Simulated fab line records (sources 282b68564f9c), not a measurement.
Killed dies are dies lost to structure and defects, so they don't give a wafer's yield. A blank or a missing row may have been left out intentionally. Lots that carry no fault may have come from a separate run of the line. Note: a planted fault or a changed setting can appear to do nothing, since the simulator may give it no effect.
Comparing a struck lot with a sound one    flow rit cmos    44 steps out of a route of 202
Sound: the wafers L130.2, L130.5, L130.6. Wafers struck: L132.3, L132.4, L132.6. Last of all comes the cause.
For every step that has rows: the tool of each side, followed by ch and its chambers, followed by its first start. Under that, the readings that differ: sound wafers    struck wafers    difference of the means    sigmas: that difference in standard deviations of wafers without a fault.
alike: a reading whose means differ by less than 2 such deviations, as well as words and numbers matching on both sides. not compared: withheld readings; readings where some wafer has no value; bounds like >300 that might hide an equal value; numbers whose values overlap and for which the record gives no deviation.
Wherever a step has rows on one side only, a row that says differs or no value, or a row with sigmas, the two part there. Numbers that don't overlap but have no deviation are shown without sigmas and don't part them. A reading missing from all wafers of one side parts the sides only when that side holds two or more wafers.

first, 1 step without rows for these wafers: RIT_PRETRO_IMPLANT_08.
RIT_PRETRO_STRIP_09: strips in O2, time 180 s.
  sound on plasma asher-03 ch 0,1, day 5 07:16; struck on plasma asher-03 ch 0,1, day 5 17:19
  alike: drypump motor current A, rf refl power W
  not compared: rf hours counter h
RIT_PRETRO_TW_MEAS_10:
  struck on film metro-02, day 5 17:27; sound on film metro-02, day 5 07:28
  alike: PRETRO_TW
then, 5 steps without rows for these wafers: RIT_GATE_WET_ETCH_00 (etches SiO2 in BOE, target depth 56 nm, time 60 s); RIT_GATE_CLEAN_01 (cleans in SC1, time 600 s); RIT_GATE_CLEAN_02 (cleans in dHF, time 30 s); RIT_GATE_CLEAN_03 (cleans in SC2, time 600 s); RIT_GATE_CLEAN_04 (cleans in dHF, time 60 s).
RIT_FOX2_THK_MEAS_91:
  struck on film metro-03, day 5 17:55; sound on film metro-03, day 5 07:58
  alike: FIELD_OXIDE_LEFT_2_THK
then, 2 steps without rows for these wafers: RIT_GATE_OXIDATION_05 (target thk 3 nm, ox time 270 s); RIT_GATE_ANNEAL_06 (time 600 s).
RIT_GATE_THK_MEAS_07:
  struck on film metro-04, day 6 04:24; sound on film metro-03, day 5 12:07
  alike: GATE_OXIDE_THK
RIT_GATE_CVD_08: deposits poly-Si from SiH4, target thk 250 nm, time 2220 s.
  sound on lpcvd-01 ch 1, day 5 12:34; struck on lpcvd-01 ch 0, day 6 04:26
reading                                   sound              struck             difference  sigmas
spike tc load C (C)                       634.0 633.2 635.4  630.2 628.1 628.7  -5.2        -2
model.poly-Si_of_GATE_CVD_08.thk nm (nm)  253.3 251.7 250.9  119.8 121.3 119.4  -131.8      
RIT_GATE_THK_MEAS_09:
  struck on film metro-03, day 6 06:04; sound on film metro-02, day 5 15:00
reading             sound              struck             difference  sigmas
GATE_POLY_THK (nm)  253.3 252.0 251.1  119.7 121.3 119.4  -132.0      -57
then, 6 steps without rows for these wafers: RIT_GATE_HMDS_10 (prime time 60 s); RIT_GATE_COAT_11 (resist thk 850 nm); RIT_GATE_SOFTBAKE_12 (time 59.16 s); RIT_GATE_EXPOSE_13 (exposes mask M6, target cd 150 nm); RIT_GATE_PEB_14; RIT_GATE_DEVELOP_15 (develop time 50 s).
RIT_GATE_CD_MEAS_16 targets a cd of 150 nm.
  struck on cd sem-02, day 6 07:00; sound on cd sem-02, day 5 15:55
  alike: cd nm
RIT_GATE_OVL_MEAS_17:
  struck on overlay-01, day 6 07:08; sound on overlay-02, day 5 16:02
  alike: GATE_OVL
then, 1 step without rows for these wafers: RIT_GATE_HARDBAKE_18 (time 60 s).
RIT_GATE_ETCH_19: etches poly-Si in SF6/CHF3/O2, stops on SiO2, time 165 s, target depth 312.5 nm.
  sound on rie si-02 ch 0,3, day 5 16:13; struck on rie si-02 ch 0,1,2, day 6 07:24
reading                           sound              struck             difference  sigmas
oes product au (a.u.)             0.849 0.863 0.840  0.535 0.537 0.535  -0.315      -33
model.GATE.feature depth nm (nm)  253.3 251.7 250.9  119.8 121.3 119.4  -131.8      
model.etch.depth nm (nm)          253.3 251.7 250.9  119.8 121.3 119.4  -131.8      
  alike: CHF3_flow_sccm, drypump motor current A, throttle valve pct
  not compared: rf hours counter h
RIT_GATE_STRIP_20: strips in O2, time 180 s.
  sound on plasma asher-04 ch 0,1, day 5 16:19; struck on plasma asher-02 ch 0,1, day 6 07:34
reading                      sound           struck          difference  sigmas
drypump motor current A (A)  6.40 6.39 6.09  6.02 5.72 5.73  -0.47       -2
  alike: rf refl power W
  not compared: rf hours counter h
RIT_GATE_CD_MEAS_90 targets a cd of 150 nm.
  struck on cd sem-02, day 6 07:43; sound on cd sem-01, day 5 16:31
  alike: cd nm
then, 4 steps without rows for these wafers: RIT_REOX_CLEAN_00 (cleans in SC1, time 600 s); RIT_REOX_CLEAN_01 (cleans in dHF, time 30 s); RIT_REOX_CLEAN_02 (cleans in SC2, time 600 s); RIT_REOX_OXIDATION_03 (target thk 25.2 nm, ox time 5580 s).
RIT_REOX_THK_MEAS_04:
  struck on film metro-04, day 6 11:33; sound on film metro-01, day 5 23:19
  alike: REOX_OXIDE_THK
then, 6 steps without rows for these wafers: RIT_NLDD_HMDS_00 (prime time 60 s); RIT_NLDD_COAT_01 (resist thk 1000 nm); RIT_NLDD_SOFTBAKE_02 (time 60 s); RIT_NLDD_EXPOSE_03 (exposes mask M7, target cd 40700 nm); RIT_NLDD_PEB_04; RIT_NLDD_DEVELOP_05 (develop time 50 s).
RIT_NLDD_OVL_MEAS_06:
  struck on overlay-01, day 6 12:40; sound on overlay-02, day 6 00:13
  alike: NLDD_OVL
then, 2 steps without rows for these wafers: RIT_NLDD_HARDBAKE_07 (time 60 s); RIT_NLDD_IMPLANT_08.
RIT_NLDD_STRIP_09: strips in O2, time 180 s.
  sound on plasma asher-02 ch 0,1, day 6 00:32; struck on plasma asher-02 ch 0,1, day 6 13:04
  alike: drypump motor current A, rf refl power W
  not compared: rf hours counter h
RIT_NLDD_TW_MEAS_10:
  struck on film metro-04, day 6 13:11; sound on film metro-01, day 6 00:44
reading  sound           struck          difference  sigmas
NLDD_TW  2447 2451 2454  2502 2498 2510  +53         +2
RIT_SDANNEAL_CLEAN_02: cleans in SC2, time 600 s.
  sound on wet bench-03 ch 3, day 6 08:17; struck on wet bench-02 ch 3, day 6 20:26
reading                                   sound          struck            difference  sigmas
model.poly-Si_of_GATE_CVD_08.thk nm (nm)  163.8 164 163  32.62 33.17 32.5  -130.84     
RIT_M1_PROBE_99:
  struck on prober-02, day 7 04:19; sound on prober-02, day 6 15:55
  alike: killed at front end, killed dies, killed on rim, killed open, killed short

WHERE THEY PART
First at RIT_GATE_CVD_08; last, within this record, at RIT_NLDD_TW_MEAS_10. Later steps at which nothing parts them and some readings are alike: RIT_M1_PROBE_99.

WHY: what the simulator had put in
lpcvd-01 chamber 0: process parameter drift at RIT_GATE_CVD_08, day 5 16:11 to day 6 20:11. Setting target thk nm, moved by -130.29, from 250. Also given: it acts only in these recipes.
